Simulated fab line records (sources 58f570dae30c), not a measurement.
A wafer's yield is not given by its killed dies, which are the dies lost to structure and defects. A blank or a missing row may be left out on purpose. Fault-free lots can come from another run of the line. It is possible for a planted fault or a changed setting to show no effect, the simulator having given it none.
Lot-split experiment    flow berkeley cmos170    23 wafers read from 5 lots, route of 331 steps

== SPLIT DETAILS ==
At UCB170_PVT_COAT_01 (resist thk 900 nm), the setting spin rpm was moved away from the recipe's 1500 rpm on 8 of the 23 wafers read, by -6.5% to +5.1%. For the rest of the wafers, this setting stayed at what the recipe calls for.

Reading taken at the split's own step.

== THE READING ==
KrF_of_PVT_COAT_01.thk nm (the simulator's own value, which no gauge read), in nm, at UCB170_PVT_COAT_01 (resist thk 900 nm). There is no usual value for it anywhere in the file. Here, 15 wafers ran the recipe; their average is 900.2 nm with a standard deviation of 2.6 nm.

wafer   tool, chamber at the split  spin rpm as run, rpm  against the recipe  KrF_of_PVT_COAT_01.thk nm, nm  against lot-mates on the recipe
L075.2  litho track-03, 0           1576                  +5.1%               877.4                          -24.1
L075.3  litho track-03, 0           1576                  +5.1%               879.8                          -21.7
L075.4  litho track-03, 0           1500                  recipe              901.7                          -
L075.5  litho track-03, 0           1576                  +5.1%               877.1                          -24.4
L075.6  litho track-03, 0           1500                  recipe              901.3                          -
L076.1  litho track-02, 0           1403                  -6.5%               928.9                          +32.2
L076.2  litho track-02, 0           1403                  -6.5%               928.4                          +31.7
L076.4  litho track-02, 0           1500                  recipe              896                            -
L076.5  litho track-02, 0           1500                  recipe              896.6                          -
L076.6  litho track-02, 0           1500                  recipe              897.4                          -
L079.1  litho track-03, 0           1500                  recipe              900.4                          -
L079.4  litho track-03, 0           1500                  recipe              904.5                          -
L079.6  litho track-03, 0           1500                  recipe              903.7                          -
L081.1  litho track-04, 0           1500                  recipe              899.6                          -
L081.2  litho track-04, 0           1500                  recipe              896.4                          -
L081.3  litho track-04, 0           1500                  recipe              899.5                          -
L081.4  litho track-04, 0           1500                  recipe              900.6                          -
L081.5  litho track-04, 0           1500                  recipe              900.1                          -
L084.1  litho track-03, 0           1500                  recipe              902.2                          -
L084.2  litho track-03, 0           1559                  +3.9%               884.6                          -18.1
L084.3  litho track-03, 0           1500                  recipe              903.3                          -
L084.5  litho track-03, 0           1559                  +3.9%               883.7                          -19.0
L084.6  litho track-03, 0           1559                  +3.9%               885.7                          -17.0

THE FIT
A straight line over all 23 wafers: KrF_of_PVT_COAT_01.thk nm changes by -4.3 nm for each +1% of spin rpm; r = -0.98; the points scatter about the line by 2.3 nm.
The same after taking each lot's own level away (the mean of its wafers on the recipe; 23 wafers): -4.77 nm for each +1%; r = -1.00; scatter 1.2 nm.
On that fit, the largest move of spin rpm shifts the reading by 31 nm.
The span of the lots' own levels, 896.67 to 902.87 nm, comes to 2.4 times the standard deviation stated above.
The two slopes are in agreement: the lot-to-lot level therefore moves the slope only a little.
Check: for one of the wafers moved furthest among these (-6.5%), held out of the fit, the line's prediction against its lot-mates is +30.6 nm. Against them it came out at +32.2 nm.

== OTHER SPLITS APPLIED TO THESE WAFERS ==
Note: prior to the reading, these wafers also went through further splits. Each is held against what the fit with the lots' levels taken away leaves over:
other split on the same wafers     wafers away from the commonest value  r with KrF_of_PVT_COAT_01.thk nm (lot level and that fit taken away)
UCB170_START_OXIDATION_02 temp c   18                                    -0.02
UCB170_NWELL_IMPLANT_14 dose cm2   8                                     +0.20
UCB170_PWELL_COAT_08 spin rpm      9                                     -0.33
UCB170_PWELL_IMPLANT_15 dose cm2   10                                    +0.25
UCB170_ACTIVE_OXIDATION_02 temp c  18                                    -0.09
UCB170_NVT_COAT_01 resist thk nm   9                                     +0.01

== THE WHOLE CHAIN: every reading that the file lists as answering this split, in the file's order ==
step                 what it does       reading                                                                     change (the file's fit)               r (the file's)
UCB170_PVT_COAT_01   resist thk 900 nm  KrF_of_PVT_COAT_01.thk nm (the simulator's own value, which no gauge read)  -4.78 nm for each +1% of the setting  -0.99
UCB170_PVT_STRIP_08  strips in O2       strip time to endpoint s                                                    withheld for each +1% of the setting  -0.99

== THE FILE'S OWN FIT ==
KrF_of_PVT_COAT_01.thk nm changes by -4.78 nm for each +1% of spin rpm, r = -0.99.
